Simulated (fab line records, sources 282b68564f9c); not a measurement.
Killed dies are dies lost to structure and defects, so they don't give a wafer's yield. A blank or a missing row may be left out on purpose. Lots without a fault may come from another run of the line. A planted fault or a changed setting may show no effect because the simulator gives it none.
Split-lot experiment | flow rit_cmos | 5 lots, 19 wafers read, on a route of 202 steps

THE SPLIT
At RIT_M1_COAT_04 (resist thk 1300 nm), the setting resist_thk_nm was moved away from the recipe's 1300 nm on 8 of the 19 wafers read, by -4.3% to +4.7%. The other wafers ran this setting at the recipe's value.

FROM THE SPLIT TO THE READING: what the file shows between them, 3 steps
- RIT_M1_SOFTBAKE_05: time 60 s
- RIT_M1_EXPOSE_06: exposes mask M12, target cd 2600 nm
- RIT_M1_HARDBAKE_11: time 120 s

THE READING
NOVOLAK_of_M1_COAT_04.thk_nm (the simulator's own value, which no gauge read), in nm, at RIT_M1_METAL_ETCH_12 (etches Al in Cl2/BCl3, stops on SiO2, time 165 s, target depth 600 nm). The file gives no usual value for it. The 11 wafers here that ran the recipe average 813.1 nm, standard deviation 7.1 nm.

wafer  | tool, chamber at the split | resist_thk_nm as run, nm | against the recipe | NOVOLAK_of_M1_COAT_04.thk_nm, nm | against lot-mates on the recipe
L074.2 | litho_track-01, 0          | 1361                     | +4.7%              | 855.5                            | +41.7
L074.3 | litho_track-01, 0          | 1300                     | recipe             | 816.9                            | -
L074.4 | litho_track-01, 0          | 1300                     | recipe             | 803.8                            | -
L074.5 | litho_track-01, 0          | 1361                     | +4.7%              | 853.1                            | +39.3
L074.6 | litho_track-01, 0          | 1300                     | recipe             | 820.6                            | -
L075.1 | litho_track-04, 0          | 1300                     | recipe             | 816.6                            | -
L075.5 | litho_track-04, 0          | 1300                     | recipe             | 814.5                            | -
L075.6 | litho_track-04, 0          | 1300                     | recipe             | 796.5                            | -
L077.1 | litho_track-03, 0          | 1300                     | recipe             | 811.5                            | -
L077.3 | litho_track-03, 0          | 1300                     | recipe             | 808.9                            | -
L077.4 | litho_track-03, 0          | 1256                     | -3.4%              | 779.5                            | -30.7
L077.5 | litho_track-03, 0          | 1256                     | -3.4%              | 776                              | -34.2
L077.6 | litho_track-03, 0          | 1256                     | -3.4%              | 773.1                            | -37.1
L080.1 | litho_track-04, 0          | 1300                     | recipe             | 816.2                            | -
L080.2 | litho_track-04, 0          | 1300                     | recipe             | 818.8                            | -
L080.5 | litho_track-04, 0          | 1261                     | -3.0%              | 748.9                            | -68.6
L085.2 | litho_track-03, 0          | 1244                     | -4.3%              | 769.2                            | -50.1
L085.4 | litho_track-03, 0          | 1300                     | recipe             | 819.3                            | -
L085.6 | litho_track-03, 0          | 1244                     | -4.3%              | 720.1                            | -99.2

THE FIT
A straight line over all 19 wafers: NOVOLAK_of_M1_COAT_04.thk_nm changes by +12 nm for each +1% of resist_thk_nm; r = +0.91; the points scatter about the line by 14 nm.
The same after taking each lot's own level away (the mean of its wafers on the recipe; 19 wafers): +12.2 nm for each +1%; r = +0.90; scatter 15 nm.
On that fit, the largest move of resist_thk_nm shifts the reading by 57 nm.
The lots' own levels span 809.20 to 819.30 nm, that is 1.4 times the standard deviation above.
So the lot-to-lot level changes the slope little: the two slopes agree.
Check: with one of the wafers moved furthest among these (+4.7%) left out of the fit, the line predicts +57.1 nm for it against its lot-mates. It came out at +41.7 nm against them.

OTHER SPLITS ON THESE WAFERS
These wafers also went through other splits before the reading. Each is held against what the fit with the lots' levels taken away leaves over:
other split on the same wafers | wafers away from the commonest value | r with NOVOLAK_of_M1_COAT_04.thk_nm (lot level and that fit taken away)
RIT_M1_SPUTTER_00 power_w      | 3                                    | -0.13

THE WHOLE CHAIN: every reading that the file lists as answering this split, in the file's order
step                 | what it does                                                          | reading                                                                       | change (the file's fit)              | r (the file's)
RIT_M1_COAT_04       | resist thk 1300 nm                                                    | NOVOLAK_of_M1_COAT_04.thk_nm (the simulator's own value, which no gauge read) | +12.8 nm for each +1% of the setting | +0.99
RIT_M1_HARDBAKE_11   | time 120 s                                                            | NOVOLAK_of_M1_COAT_04.thk_nm (the simulator's own value, which no gauge read) | +11 nm for each +1% of the setting   | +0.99
RIT_M1_METAL_ETCH_12 | etches Al in Cl2/BCl3, stops on SiO2, time 165 s, target depth 600 nm | NOVOLAK_of_M1_COAT_04.thk_nm (the simulator's own value, which no gauge read) | +12.3 nm for each +1% of the setting | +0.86

THE FILE'S OWN FIT
NOVOLAK_of_M1_COAT_04.thk_nm changes by +12.3 nm for each +1% of resist_thk_nm, r = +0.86.
